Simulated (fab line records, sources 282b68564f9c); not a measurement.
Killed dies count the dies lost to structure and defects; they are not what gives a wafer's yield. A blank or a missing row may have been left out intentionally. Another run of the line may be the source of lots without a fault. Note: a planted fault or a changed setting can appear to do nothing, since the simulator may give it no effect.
Which tool was responsible? + flow ritCmos + 36 wafers from 12 lots sampled at 2 of the route's 202 steps

== WHAT THE GAUGES SHOWED, per wafer ==
RIT_PRETRO_TW_MEAS_10.
| lot  | measured    | on           | PRETRO_TW               |
|------|-------------|--------------|-------------------------|
| L315 | day 2 07:56 | filmMetro-04 | 464 464 465             |
| L316 | day 2 12:58 | filmMetro-02 | 471 471 474             |
| L317 | day 2 16:52 | filmMetro-04 | 466 464 464             |
| L318 | day 2 22:24 | filmMetro-04 | 465 466 463             |
| L319 | day 3 04:14 | filmMetro-04 | 470 472 467             |
| L320 | day 3 10:34 | filmMetro-04 | 467 470 469             |
| L324 | day 4 06:29 | filmMetro-04 | 483 481 479             |
| L326 | day 4 17:18 | filmMetro-04 | 465 466 468             |
| L328 | day 5 03:16 | filmMetro-02 | 488 487 488 487 489 489 |
| L331 | day 5 16:08 | filmMetro-03 | 475 478 475             |
| L332 | day 5 20:26 | filmMetro-04 | 466 467 467             |
| L335 | day 6 11:44 | filmMetro-02 | 474 475 474             |

== EACH LOT AND THE TOOL THAT RAN IT (in order: tool; ch and the chambers of the sampled wafers; start) ==
| lot  | RIT_PRETRO_IMPLANT_08          |
|------|--------------------------------|
| L315 | implanter-04 ch 0, day 2 07:37 |
| L316 | implanter-04 ch 0, day 2 12:38 |
| L317 | implanter-01 ch 0, day 2 16:34 |
| L318 | implanter-01 ch 0, day 2 22:05 |
| L319 | implanter-03 ch 0, day 3 03:55 |
| L320 | implanter-04 ch 0, day 3 10:14 |
| L324 | implanter-04 ch 0, day 4 06:10 |
| L326 | implanter-01 ch 0, day 4 16:58 |
| L328 | implanter-04 ch 0, day 5 02:57 |
| L331 | implanter-01 ch 0, day 5 15:50 |
| L332 | implanter-01 ch 0, day 5 20:08 |
| L335 | implanter-01 ch 0, day 6 11:25 |
- RIT_PRETRO_IMPLANT_08

== WHAT THE TOOLS THEMSELVES READ (means of the sampled wafers that have a number; where no wafer has one, the mark that the record gives instead) ==
RIT_PRETRO_IMPLANT_08.
| lot  | tool         | beamEnergyKeV |
|------|--------------|---------------|
| L315 | implanter-04 | 45.004        |
| L316 | implanter-04 | 44.997        |
| L317 | implanter-01 | 45.000        |
| L318 | implanter-01 | 45.009        |
| L319 | implanter-03 | 45.006        |
| L320 | implanter-04 | 45.003        |
| L324 | implanter-04 | 54.697        |
| L326 | implanter-01 | 45.009        |
| L328 | implanter-04 | 54.690        |
| L331 | implanter-01 | 44.999        |
| L332 | implanter-01 | 45.005        |
| L335 | implanter-01 | 45.011        |

== THE ANSWER, worked out from the rows above alone ==
Rule: the usual values come from the lots themselves. Put in order of their means at a reading, lots are off if they are a third of the lots or fewer, leave a main group of 4 or more, and stand apart from it by a gap of 3 or more times the standard deviation of the main group's means; of several such gaps the widest counts. The tables above print the reading to a certain number of digits; a main group whose means all agree to those digits is not used. Also off: a lot with no number at a reading for which 4 or more lots have one. All remaining lots with rows at the step are treated as sound. After the gauges, taken in route order, come the tools' own readings; for these a lot's mean is taken, as printed above. The first step at which some lot is off is used, and at that step the reading that is off furthest; a lot without a number counts as furthest.
Off, at RIT_PRETRO_IMPLANT_08 on beamEnergyKeV: L324, L328. Main group: mean 45.004, sd 0.0044.
A tool fits if, at that step or a process step before it, it ran every lot that is off, and no sound lot after the first of them. One fits: RIT_PRETRO_IMPLANT_08 on implanter-04. A fault onset in the window from L320 (day 3 10:14, its last sound lot) to L324 (day 4 06:10, its first lot off) fits.
The tool's own readings at RIT_PRETRO_IMPLANT_08 bear it out: on the lots that are off they differ by more than 5 times the standard deviation of the sound lots' means. beamEnergyKeV reads 54.694 there against 45.004 on the sound lots.

== WHAT THE SIMULATOR PUT IN ==
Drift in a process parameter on implanter-04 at RIT_PRETRO_IMPLANT_08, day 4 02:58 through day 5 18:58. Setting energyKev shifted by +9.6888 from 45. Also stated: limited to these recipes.
Shown lots that were struck: L324, L328. This agrees with what the rule above found.
